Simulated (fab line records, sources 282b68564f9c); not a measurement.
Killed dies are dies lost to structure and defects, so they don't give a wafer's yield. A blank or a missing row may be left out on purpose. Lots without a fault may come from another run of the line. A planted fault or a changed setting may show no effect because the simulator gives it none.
A struck lot beside a sound one | flow rit_cmos | 44 steps out of a route of 202
Sound: wafers L121.1, L121.2, L121.5. Struck: wafers L127.1, L127.3, L127.4. The cause comes at the end.
At each step with rows: each side's tool, then ch and its chambers, then its first start. Under that, the readings that differ: sound wafers | struck wafers | difference of the means | sigmas: that difference in standard deviations of wafers without a fault.
alike: readings whose means differ by less than 2 such deviations, and words and numbers that are the same on both sides. not compared: withheld readings, readings that some wafer has no value for, bounds like >300 that may hide the same value, and numbers for which the record gives no deviation and whose values overlap.
The two part at a step that has a row with sigmas, a row that says differs or no value, or rows on one side only. Numbers that don't overlap but have no deviation are shown without sigmas and don't part them. A reading that every wafer of one side lacks parts them only if that side has two wafers or more.

first, 1 step without rows for these wafers: RIT_PRETRO_IMPLANT_08.
RIT_PRETRO_STRIP_09: strips in O2, time 180 s.
  sound on plasma_asher-03 ch 0,1, day 3 16:29; struck on plasma_asher-03 ch 0,1, day 4 21:44
  alike: drypump_motor_current_A
  not compared: rf_hours_counter_h
RIT_PRETRO_TW_MEAS_10:
  sound on film_metro-01, day 3 16:39; struck on film_metro-02, day 4 21:55
  reading   | sound       | struck      | difference | sigmas
  PRETRO_TW | 472 472 468 | 477 478 477 | +7         | +2
then, 5 steps without rows for these wafers: RIT_GATE_WET_ETCH_00 (etches SiO2 in BOE, target depth 56 nm, time 60 s); RIT_GATE_CLEAN_01 (cleans in SC1, time 600 s); RIT_GATE_CLEAN_02 (cleans in dHF, time 30 s); RIT_GATE_CLEAN_03 (cleans in SC2, time 600 s); RIT_GATE_CLEAN_04 (cleans in dHF, time 60 s).
RIT_FOX2_THK_MEAS_91:
  sound on film_metro-02, day 3 17:08; struck on film_metro-03, day 4 22:24
  alike: FIELD_OXIDE_LEFT_2_THK
then, 2 steps without rows for these wafers: RIT_GATE_OXIDATION_05 (target thk 3 nm, ox time 270 s); RIT_GATE_ANNEAL_06 (time 600 s).
RIT_GATE_THK_MEAS_07:
  sound on film_metro-03, day 4 00:35; struck on film_metro-02, day 5 01:18
  alike: GATE_OXIDE_THK
RIT_GATE_CVD_08: deposits poly-Si from SiH4, target thk 250 nm, time 2220 s.
  sound on lpcvd-02 ch 0, day 4 00:39; struck on lpcvd-01 ch 0, day 5 01:22
  reading                                  | sound             | struck            | difference | sigmas
  spike_tc_load_C (C)                      | 632.8 631.8 631.4 | 628.0 628.4 627.6 | -4.0       | -2
  model.poly-Si_of_GATE_CVD_08.thk_nm (nm) | 250 252.5 251.7   | 172.1 173.2 171.2 | -79.2      |
  alike: susceptor_temp_C
RIT_GATE_THK_MEAS_09:
  sound on film_metro-02, day 4 02:16; struck on film_metro-04, day 5 02:59
  reading            | sound             | struck            | difference | sigmas
  GATE_POLY_THK (nm) | 250.0 252.5 251.6 | 172.1 173.3 171.3 | -79.1      | -36
then, 6 steps without rows for these wafers: RIT_GATE_HMDS_10 (prime time 60 s); RIT_GATE_COAT_11 (resist thk 850 nm); RIT_GATE_SOFTBAKE_12 (time 60 s); RIT_GATE_EXPOSE_13 (exposes mask M6, target cd 150 nm); RIT_GATE_PEB_14; RIT_GATE_DEVELOP_15 (develop time 50 s).
RIT_GATE_CD_MEAS_16: target cd 150 nm.
  sound on cd_sem-01, day 4 03:11; struck on cd_sem-01, day 5 04:01
  alike: cd_nm
RIT_GATE_OVL_MEAS_17:
  sound on overlay-01, day 4 03:18; struck on overlay-02, day 5 04:08
  reading       | sound          | struck      | difference | sigmas
  GATE_OVL (nm) | -2.7 -2.5 -0.8 | 1.6 0.7 0.5 | +2.9       | +2
then, 1 step without rows for these wafers: RIT_GATE_HARDBAKE_18 (time 60 s).
RIT_GATE_ETCH_19: etches poly-Si in SF6/CHF3/O2, stops on SiO2, time 165 s, target depth 312.5 nm.
  sound on rie_si-02 ch 0,2, day 4 03:29; struck on rie_si-02 ch 0,1,2, day 5 04:38
  reading                          | sound             | struck            | difference | sigmas
  oes_product_au (a.u.)            | 0.843 0.862 0.862 | 0.667 0.657 0.646 | -0.199     | -15
  model.GATE.feature_depth_nm (nm) | 250 252.5 251.7   | 172.1 173.2 171.2 | -79.2      |
  model.etch.depth_nm (nm)         | 250 252.5 251.7   | 172.1 173.2 171.2 | -79.2      |
  alike: drypump_motor_current_A, rf_fwd_power_W, throttle_valve_pct
  not compared: rf_hours_counter_h
RIT_GATE_STRIP_20: strips in O2, time 180 s.
  sound on plasma_asher-01 ch 0,1, day 4 03:35; struck on plasma_asher-01 ch 0,1, day 5 04:44
  alike: drypump_motor_current_A
  not compared: rf_hours_counter_h
RIT_GATE_CD_MEAS_90: target cd 150 nm.
  sound on cd_sem-02, day 4 03:46; struck on cd_sem-02, day 5 04:55
  alike: cd_nm
then, 4 steps without rows for these wafers: RIT_REOX_CLEAN_00 (cleans in SC1, time 600 s); RIT_REOX_CLEAN_01 (cleans in dHF, time 30 s); RIT_REOX_CLEAN_02 (cleans in SC2, time 600 s); RIT_REOX_OXIDATION_03 (target thk 25.2 nm, ox time 5580 s).
RIT_REOX_THK_MEAS_04:
  sound on film_metro-03, day 4 09:24; struck on film_metro-01, day 5 09:39
  alike: REOX_OXIDE_THK
then, 6 steps without rows for these wafers: RIT_NLDD_HMDS_00 (prime time 60 s); RIT_NLDD_COAT_01 (resist thk 1000 nm); RIT_NLDD_SOFTBAKE_02 (time 60 s); RIT_NLDD_EXPOSE_03 (exposes mask M7, target cd 40700 nm); RIT_NLDD_PEB_04; RIT_NLDD_DEVELOP_05 (develop time 50 s).
RIT_NLDD_OVL_MEAS_06:
  sound on overlay-02, day 4 10:28; struck on overlay-02, day 5 10:37
  alike: NLDD_OVL
then, 2 steps without rows for these wafers: RIT_NLDD_HARDBAKE_07 (time 60 s); RIT_NLDD_IMPLANT_08.
RIT_NLDD_STRIP_09: strips in O2, time 180 s.
  sound on plasma_asher-04 ch 0,1, day 4 10:48; struck on plasma_asher-03 ch 0,1, day 5 10:56
  alike: drypump_motor_current_A
  not compared: rf_hours_counter_h
RIT_NLDD_TW_MEAS_10:
  sound on film_metro-01, day 4 10:59; struck on film_metro-01, day 5 11:07
  alike: NLDD_TW
RIT_SDANNEAL_CLEAN_02: cleans in SC2, time 600 s.
  sound on wet_bench-03 ch 1, day 4 18:19; struck on wet_bench-03 ch 3, day 5 18:37
  reading                                  | sound         | struck           | difference | sigmas
  model.poly-Si_of_GATE_CVD_08.thk_nm (nm) | 164 166 164.6 | 84.6 85.71 83.81 | -80.2      |
  alike: bath_heat_duty_pct, temp_c
RIT_M1_PROBE_99:
  the record has rows for the struck wafers here (prober-02, day 6 02:41) and none for the sound ones

WHERE THEY PART
First at RIT_PRETRO_TW_MEAS_10; last, within this record, at RIT_M1_PROBE_99.

WHY: what the simulator had put in
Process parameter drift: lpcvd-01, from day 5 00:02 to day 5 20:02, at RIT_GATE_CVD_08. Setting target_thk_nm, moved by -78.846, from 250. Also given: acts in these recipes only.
